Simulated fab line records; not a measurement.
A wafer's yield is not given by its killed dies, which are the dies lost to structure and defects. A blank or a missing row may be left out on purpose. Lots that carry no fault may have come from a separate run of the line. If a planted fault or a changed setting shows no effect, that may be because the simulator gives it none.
Problem report in the 8D (eight disciplines) form, filled by code -- flow berkeleyCmos170 -- the parts of the form that need people (team, actions taken, sign-off) are left out

== 1. WHAT WENT WRONG ==
At UCB170_V2_ETCH_14, oesProductAu averages 0.718 a.u. over 2 wafers from 2 lots, while fault-free wafers read 0.873 a.u., standard deviation 0.011. That puts it -14 standard deviations away from the usual mean.
The step: etches SiO2 in CHF3/CF4/Ar, stops on Al, target depth 1250 nm, time 291 s.
First seen on wafer L421.5, day 10 22:37, on rieDiel-03. At this step, 42 wafers from 14 lots have a number in the record. By rule, "out" or "out of limits" means more than 4 standard deviations away from the usual mean. The other wafers with a number count as sound.

== 2. WHAT IT IS, AND WHAT IT ISN'T ==
question,is,is not
which readings at this step,oesProductAu,"drypumpMotorCurrentA, mfcArSccm, throttleValvePct"
which lots,"L421, L425","L408, L409, L411, L412, L417, L420, L422, L423, L424, L428, L430, L431"
which wafers of those lots,"L421.5, L425.1","L421.1, L421.4, L425.3, L425.5"
read on which tools,rieDiel-03,"rieDiel-01, rieDiel-02"
when,from day 10 22:37,"up to then (26 sound wafers); but 14 sound wafers of L424, L425, L428, L430, L431 came after"

== 3. WHAT RULES OUT EACH SUSPECT ==
Counting: if a tool at a process step up to the reading ran every lot that is out, it stays a suspect. Sound lots after the first of them don't rule it out here, since some wafers of a struck lot are sound.
- rieDiel-03 at UCB170_M2_ETCH_17 (etches BARC in N2/H2): kept. It ran every lot that is out, first L421 (day 10 19:12); its last sound lot up to then is L422 (day 10 18:38).
- rieDiel-03 at UCB170_V2_ETCH_14 (etches SiO2 in CHF3/CF4/Ar, stops on Al, target depth 1250 nm, time 291 s): kept. It ran every lot that is out, first L421 (day 10 22:37); its last sound lot up to then is L417 (day 9 18:45). Its own readings are out on those wafers: oesProductAu.
- Within rieDiel-03 at UCB170_M2_ETCH_17: the wafers that are out ran in chambers 0, 1; their sound lot-mates ran in chambers 2, 3.
- rieDiel-03, UCB170_V2_ETCH_14: wafers that are out in chamber 3, sound lot-mates in chambers 1, 2.
What counting leaves: rieDiel-03 at UCB170_M2_ETCH_17 and rieDiel-03 at UCB170_V2_ETCH_14.

== 4. THE CAUSE (what the simulator had put in) ==
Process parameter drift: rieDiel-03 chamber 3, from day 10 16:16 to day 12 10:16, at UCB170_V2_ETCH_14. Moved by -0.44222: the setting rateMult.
After counting, 2 suspects remain, this tool included.

== 5. SEQUENCE OF EFFECTS, ordered by route ==
Rows list readings where the struck wafers' mean (over those with a number) sits beyond 3 standard deviations from the usual. Readings are gone through only where the record gives a usual standard deviation; hours: the median, over the lots, of the time from a lot's start at the first step in this table giving one to that lot's start at this step; sigmas: the change measured in usual standard deviations.
hours,step,reading,usual,on struck wafers,change,sigmas
0,UCB170_V2_ETCH_14,oesProductAu,0.873 a.u.,0.718,-0.155,-14
0,UCB170_V2_STRIP_15,stripTimeToEndpointS,15.31 s,18.13,+2.82,+23
Its process steps:
- UCB170_V2_ETCH_14: etches SiO2 in CHF3/CF4/Ar, stops on Al, target depth 1250 nm, time 291 s.
- UCB170_V2_STRIP_15: strips in O2.
Later measuring or inspecting steps at which every struck wafer that the step has a row for has a number for every such reading, and none has moved that far: UCB170_V2_CD_MEAS_90.

== 6. WHAT WOULD HAVE CAUGHT IT SOONER ==
First out-of-limits reading in this record: day 10 22:37, which is 6 hours after fault onset at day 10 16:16.
